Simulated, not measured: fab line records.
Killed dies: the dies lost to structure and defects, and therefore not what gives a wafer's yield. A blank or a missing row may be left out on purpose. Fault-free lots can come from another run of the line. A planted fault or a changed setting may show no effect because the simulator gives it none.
One fault through the eyes of 2 desks    flow berkeley-cmos170    numbers are kept per desk, each desk with only its own; the story behind them comes last

TOOL OWNER'S DESK, rie-diel-02
The tool's own readings at UCB170_PWELL_ETCH_14 (etches Si3N4 in CH3F/Ar/O2, stops on SiO2, target depth 242 nm, time 151 s): means of the sampled wafers that have a number, for each lot that ran on this tool. Any lot whose mean is over 4 standard deviations away from the usual mean is out of limits and marked OUT; that distance is given in the brackets.
Columns: A = chamber-pressure-mTorr at UCB170_PWELL_ETCH_14, usual 50.00 mTorr; B = drypump-motor-current-A at UCB170_PWELL_ETCH_14, usual 5.8 A; C = mfc-ar-sccm at UCB170_PWELL_ETCH_14, usual 50.01 sccm; D = oes-product-au at UCB170_PWELL_ETCH_14, usual 0.942 a.u.; E = throttle-valve-pct at UCB170_PWELL_ETCH_14, usual 8.09 %
lot   first seen here  A      B    C      D      E
L721  day 4 06:39      50.05  5.9  49.92  0.953  8.21
L733  day 5 14:03      49.99  5.8  50.01  0.949  8.14
L731  day 5 14:14      49.95  5.6  49.98  0.931  8.04
This desk's finding: nothing out of limits on any of the 3 lots.

AT THE METROLOGY DESK
What the gauges read, lot by lot, whatever tool the lot ran on: means of the sampled wafers that have a number. Any lot whose mean is over 4 standard deviations away from the usual mean is out of limits and marked OUT; that distance is given in the brackets.
Columns: A = cd-nm at UCB170_ACTIVE_CD_MEAS_13, usual 1200.0 nm; B = ACTIVE_OVL at UCB170_ACTIVE_OVL_MEAS_14, usual 3 nm
lot   first seen here  A       B
L720  day 4 15:01      1199.0  2
L721  day 5 07:58      1200.3  7
L723  day 5 08:11      1200.5  5
L726  day 5 13:55      1199.9  4
L725  day 5 14:13      1199.3  6
L724  day 5 14:17      1199.3  -3
L733  day 7 03:42      1200.2  -0
L731  day 7 04:16      1200.0  3
L735  day 7 23:40      1199.1  7
L737  day 8 09:43      1199.1  5
L738  day 8 10:26      1199.6  4
L739  day 9 01:33      1199.8  4
L740  day 9 08:40      1199.8  0
L742  day 9 15:45      1200.4  -1
This desk's finding: nothing out of limits on any of the 14 lots.

ALL TOGETHER
Nothing out of limits was seen by the tool owner's desk.
From the metrology desk's view, nothing was out of limits.

WHAT THE SIMULATOR HAD INSERTED
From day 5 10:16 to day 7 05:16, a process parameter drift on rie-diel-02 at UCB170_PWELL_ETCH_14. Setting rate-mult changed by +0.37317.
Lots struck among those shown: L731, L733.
